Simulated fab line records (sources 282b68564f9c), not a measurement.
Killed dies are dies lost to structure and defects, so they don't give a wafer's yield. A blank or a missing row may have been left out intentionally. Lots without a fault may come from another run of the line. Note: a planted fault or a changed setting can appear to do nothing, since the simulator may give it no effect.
The same fault as seen by 2 desks	flow ritCmos	numbers are kept per desk, each desk with only its own; the story behind them comes last

== FROM THE METROLOGY DESK ==
Lot by lot, what the gauges showed, no matter which tool ran the lot: averages of those sampled wafers that carry a number. If a lot's mean is further than 4 standard deviations from the usual mean, the lot is out of limits and carries the mark OUT (the distance appears in the brackets).
Columns: A = PLDD_OVL at RIT_PLDD_OVL_MEAS_06, usual -0.5 nm; B = M1_AL_RS at RIT_M1_RS_MEAS_01, usual 0.0733 ohm/sq
lot	first seen here	A	B
L304	day 2 22:32	0.9	0.0732
L305	day 3 01:23	-0.1	0.0740
L306	day 3 06:02	0.1	0.0734
L310	day 4 05:18	-0.3	0.0727
L311	day 4 07:57	-0.1	0.0727
L316	day 5 11:25	0.7	0.0727
L319	day 5 22:26	-1.0	0.0725
L320	day 6 03:43	1.0	0.0736
L321	day 6 09:17	-3.6	0.0734
L324	day 7 04:33	0.0	0.0734
L325	day 7 05:52	1.7	0.0737
Result from this desk: across the 11 lots, nothing is out of limits.

== FOR THE TOOL OWNER'S DESK: plasmaAsher-03 ==
The tool's own readings at RIT_PWELL_STRIP_09 (strips in O2, time 180 s): means of the sampled wafers that have a number, for each lot that ran on this tool. If a lot's mean is further than 4 standard deviations from the usual mean, the lot is out of limits and carries the mark OUT (the distance appears in the brackets).
Columns: A = drypumpMotorCurrentA at RIT_PWELL_STRIP_09, usual 5.3 A
lot	first seen here	A
L310	day 3 07:38	5.3
L311	day 3 11:28	5.3
L316	day 4 12:32	5.6
Result from this desk: across the 3 lots, nothing is out of limits.

== BROUGHT TOGETHER ==
From the metrology desk's view, nothing was out of limits.
The tool owner's desk saw nothing out of limits.

== WHAT WAS PUT IN BY THE SIMULATOR ==
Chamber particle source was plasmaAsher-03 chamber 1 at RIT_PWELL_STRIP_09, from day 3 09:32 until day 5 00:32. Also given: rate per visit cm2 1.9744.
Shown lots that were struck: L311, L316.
